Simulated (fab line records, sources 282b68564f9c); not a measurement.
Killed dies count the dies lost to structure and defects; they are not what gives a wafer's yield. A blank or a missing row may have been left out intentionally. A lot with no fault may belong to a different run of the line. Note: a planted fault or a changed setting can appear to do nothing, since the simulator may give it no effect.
What tool caused it? | flow rit cmos | Sampling: 14 lots, 42 wafers, 6 of 202 route steps

WHAT THE GAUGES READ, wafer by wafer
RIT_PRETRO_OVL_MEAS_06. Usual: PRETRO_OVL gives 0.8 nm (standard deviation 1.6).
lot  | measured    | on         | PRETRO_OVL (nm) | flag
L509 | day 2 13:06 | overlay-01 | -1.3 -1.4 -1.8  |
L510 | day 2 19:08 | overlay-02 | -0.1 -0.3 0.2   |
L511 | day 2 22:55 | overlay-02 | 3.8 3.2 3.9     |
L512 | day 3 05:48 | overlay-02 | -0.7 -0.9 0.4   |
L513 | day 3 10:32 | overlay-02 | 1.7 1.5 0.6     |
L514 | day 3 14:40 | overlay-01 | -0.6 -2.6 -1.7  |
L515 | day 3 19:46 | overlay-01 | 1.6 2.3 0.9     |
L517 | day 4 07:28 | overlay-02 | 1.4 2.6 0.9     |
L518 | day 4 12:23 | overlay-02 | 0.2 1.8 0.1     |
L519 | day 4 15:23 | overlay-02 | 0.5 1.8 0.5     |
L523 | day 5 17:50 | overlay-01 | 2.0 0.9 0.2     |
L529 | day 6 21:01 | overlay-01 | 1.9 1.4 1.3     |
L530 | day 7 02:56 | overlay-02 | 0.6 1.8 1.3     |
L531 | day 7 06:42 | overlay-02 | 3.1 2.3 2.3     |

RIT_NLDD_OVL_MEAS_06. Usual: NLDD_OVL gives -1.0 nm (standard deviation 1.4).
lot  | measured    | on         | NLDD_OVL (nm)  | flag
L509 | day 3 01:22 | overlay-01 | -3.1 -2.5 -2.5 |
L510 | day 3 05:04 | overlay-02 | 1.1 0.1 1.1    |
L511 | day 3 09:55 | overlay-02 | 0.1 -1.2 -0.1  |
L512 | day 3 20:21 | overlay-02 | -0.9 -2.4 -0.6 |
L513 | day 3 21:55 | overlay-01 | -0.6 -0.5 -2.0 |
L514 | day 4 00:25 | overlay-02 | -4.0 -2.6 -1.4 |
L515 | day 4 07:09 | overlay-02 | -0.4 -1.7 -0.2 |
L517 | day 4 19:50 | overlay-02 | -0.1 -1.4 -0.1 |
L518 | day 5 03:28 | overlay-02 | -2.3 -2.2 -2.7 |
L519 | day 5 10:46 | overlay-02 | 0.1 0.3 -2.2   |
L523 | day 6 07:31 | overlay-02 | -1.9 -3.2 -2.1 |
L529 | day 7 12:49 | overlay-01 | -3.1 -1.2 -2.4 |
L530 | day 7 17:22 | overlay-02 | -4.7 -3.8 -3.5 |
L531 | day 7 19:23 | overlay-02 | -0.1 1.8 1.5   |

RIT_M1_RS_MEAS_01: measurement is done with a four-point probe. Usual: M1_AL_RS gives 0.0736 ohm/sq (standard deviation 0.00077).
lot  | measured    | on            | M1_AL_RS (ohm/sq)    | flag
L509 | day 3 12:53 | film metro-03 | 0.0726 0.0729 0.0732 |
L510 | day 3 16:48 | film metro-01 | 0.0733 0.0730 0.0731 |
L511 | day 3 22:41 | film metro-01 | 0.0741 0.0733 0.0732 |
L512 | day 4 08:30 | film metro-02 | 0.0735 0.0742 0.0741 |
L513 | day 4 10:14 | film metro-03 | 0.0742 0.0741 0.0729 |
L514 | day 4 12:13 | film metro-03 | 0.0733 0.0732 0.0738 |
L515 | day 4 18:47 | film metro-01 | 0.0731 0.0736 0.0733 |
L517 | day 5 07:57 | film metro-03 | 0.0743 0.0730 0.0736 |
L518 | day 5 15:16 | film metro-01 | 0.0746 0.0746 0.0744 |
L519 | day 5 22:53 | film metro-01 | 0.0736 0.0743 0.0746 |
L523 | day 6 20:23 | film metro-01 | 0.0749 0.0741 0.0742 |
L529 | day 8 00:46 | film metro-02 | 0.0781 0.0769 0.0760 | OFF
L530 | day 8 06:21 | film metro-01 | 0.0785 0.0778 0.0771 | OFF
L531 | day 8 08:37 | film metro-01 | 0.0722 0.0722 0.0724 |

RIT_M1_THK_MEAS_02: measures by xrf. Usual: M1_AL_THK gives 400 nm (standard deviation 4.5).
lot  | measured    | on            | M1_AL_THK (nm) | flag
L509 | day 3 12:59 | film metro-03 | 408 405 403    |
L510 | day 3 16:55 | film metro-01 | 401 402 400    |
L511 | day 3 22:48 | film metro-01 | 397 402 400    |
L512 | day 4 08:37 | film metro-02 | 396 394 393    |
L513 | day 4 10:21 | film metro-03 | 396 396 404    |
L514 | day 4 12:20 | film metro-03 | 401 404 398    |
L515 | day 4 18:55 | film metro-01 | 403 402 404    |
L517 | day 5 08:04 | film metro-03 | 396 403 398    |
L518 | day 5 15:23 | film metro-01 | 396 398 399    |
L519 | day 5 23:00 | film metro-01 | 402 398 398    |
L523 | day 6 20:29 | film metro-01 | 399 402 399    |
L529 | day 8 00:52 | film metro-02 | 382 385 391    | OFF
L530 | day 8 06:28 | film metro-01 | 381 384 388    | OFF
L531 | day 8 08:43 | film metro-01 | 410 411 412    |

TOOL THAT RAN EACH LOT (tool first, then ch and the chambers of the sampled wafers, then the start)
lot  | RIT_CONTACT_CVD_00             | RIT_M1_SPUTTER_00
L509 | pecvd-01 ch 0,1, day 3 10:20   | pvd sputter-04, day 3 12:34
L510 | pecvd-02 ch 1,2, day 3 14:17   | pvd sputter-03, day 3 16:30
L511 | pecvd-03 ch 0,1,2, day 3 20:09 | pvd sputter-04, day 3 22:23
L512 | pecvd-01 ch 1,2, day 4 05:52   | pvd sputter-04, day 4 08:12
L513 | pecvd-02 ch 0,1,2, day 4 07:35 | pvd sputter-01, day 4 09:55
L514 | pecvd-03 ch 0,1,2, day 4 09:28 | pvd sputter-03, day 4 11:55
L515 | pecvd-01 ch 0,1,2, day 4 16:09 | pvd sputter-04, day 4 18:30
L517 | pecvd-03 ch 0,2, day 5 04:43   | pvd sputter-04, day 5 07:39
L518 | pecvd-01 ch 0,1,2, day 5 12:43 | pvd sputter-03, day 5 14:58
L519 | pecvd-02 ch 0,1, day 5 20:14   | pvd sputter-04, day 5 22:35
L523 | pecvd-03 ch 0,1, day 6 17:35   | pvd sputter-04, day 6 20:03
L529 | pecvd-03 ch 0,1,2, day 7 22:05 | pvd sputter-04, day 8 00:25
L530 | pecvd-02 ch 1,2, day 8 03:50   | pvd sputter-04, day 8 06:03
L531 | pecvd-01 ch 1,2, day 8 06:02   | pvd sputter-01, day 8 08:17
- RIT_CONTACT_CVD_00: deposits SiO2 from TEOS, target thk 400 nm, time 61 s.
- RIT_M1_SPUTTER_00: material Al, target thk 400 nm, time 500 s.

AS READ BY THE TOOLS THEMSELVES (means over the sampled wafers that have a number; for cases with no such wafer, the mark the record gives instead)
RIT_CONTACT_CVD_00. Usual: 324 W for heater power w, sd 50.
lot  | tool     | heater power w (W) | flag
L509 | pecvd-01 | 284                |
L510 | pecvd-02 | 302                |
L511 | pecvd-03 | 341                |
L512 | pecvd-01 | 294                |
L513 | pecvd-02 | 316                |
L514 | pecvd-03 | 293                |
L515 | pecvd-01 | 309                |
L517 | pecvd-03 | 318                |
L518 | pecvd-01 | 349                |
L519 | pecvd-02 | 328                |
L523 | pecvd-03 | 327                |
L529 | pecvd-03 | 351                |
L530 | pecvd-02 | 281                |
L531 | pecvd-01 | 276                |

RIT_M1_SPUTTER_00. Usual: chamber pressure pa 0.4000 Pa, standard deviation 0.00079; throttle valve pct 29.6 %, standard deviation 0.58.
lot  | tool           | chamber pressure pa (Pa) | throttle valve pct (%) | flag
L509 | pvd sputter-04 | 0.4000                   | 29.6                   |
L510 | pvd sputter-03 | 0.3987                   | 29.5                   |
L511 | pvd sputter-04 | 0.3997                   | 29.6                   |
L512 | pvd sputter-04 | 0.4002                   | 29.5                   |
L513 | pvd sputter-01 | 0.3998                   | 29.1                   |
L514 | pvd sputter-03 | 0.3998                   | 29.5                   |
L515 | pvd sputter-04 | 0.4000                   | 29.3                   |
L517 | pvd sputter-04 | 0.3995                   | 29.2                   |
L518 | pvd sputter-03 | 0.4001                   | 29.7                   |
L519 | pvd sputter-04 | 0.3996                   | 29.5                   |
L523 | pvd sputter-04 | 0.4004                   | 29.2                   |
L529 | pvd sputter-04 | 0.4671                   | 27.3                   | OFF
L530 | pvd sputter-04 | 0.4666                   | 27.0                   | OFF
L531 | pvd sputter-01 | 0.3995                   | 29.8                   |

THE ANSWER, worked out from the rows above alone
Rule: lot off if the mean of its wafers having a number is beyond 3 standard deviations from the usual mean. Also off: a lot with no number at a reading for which 4 or more lots have one. The other lots that the step has rows for count as sound. Order of review: gauges by route order, followed by the tools' own readings, for which a lot's mean as printed above is used. The first step at which some lot is off is used, and at that step the reading that is off furthest; a lot without a number counts as furthest.
Off: L529, L530, seen at RIT_M1_RS_MEAS_01 (M1_AL_RS).
If a tool, at a process step before that reading, ran all the lots that are off and no sound lot after the first of them, it fits. The gauges at RIT_M1_RS_MEAS_01 aren't tried: what is off there is off at RIT_M1_SPUTTER_00 too, on other tools, and a gauge's error can't cause that. One fits: pvd sputter-04 at RIT_M1_SPUTTER_00. Its last sound lot is L523 (day 6 20:03), its first lot that is off L529 (day 8 00:25): a fault that began between those two fits.
The tool's own readings at RIT_M1_SPUTTER_00 bear it out: on the lots that are off they differ by more than 5 times the standard deviation of the sound lots' means. chamber pressure pa reads 0.4668 Pa there against 0.3998 Pa on the sound lots; throttle valve pct reads 27.1 % there against 29.5 % on the sound lots.

WHAT THE SIMULATOR HAD PUT IN
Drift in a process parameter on pvd sputter-04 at RIT_M1_SPUTTER_00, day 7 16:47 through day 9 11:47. Setting chamber pressure pa shifted by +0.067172 from 0.4.
Shown lots that were struck: L529, L530. Same finding as the rule above.
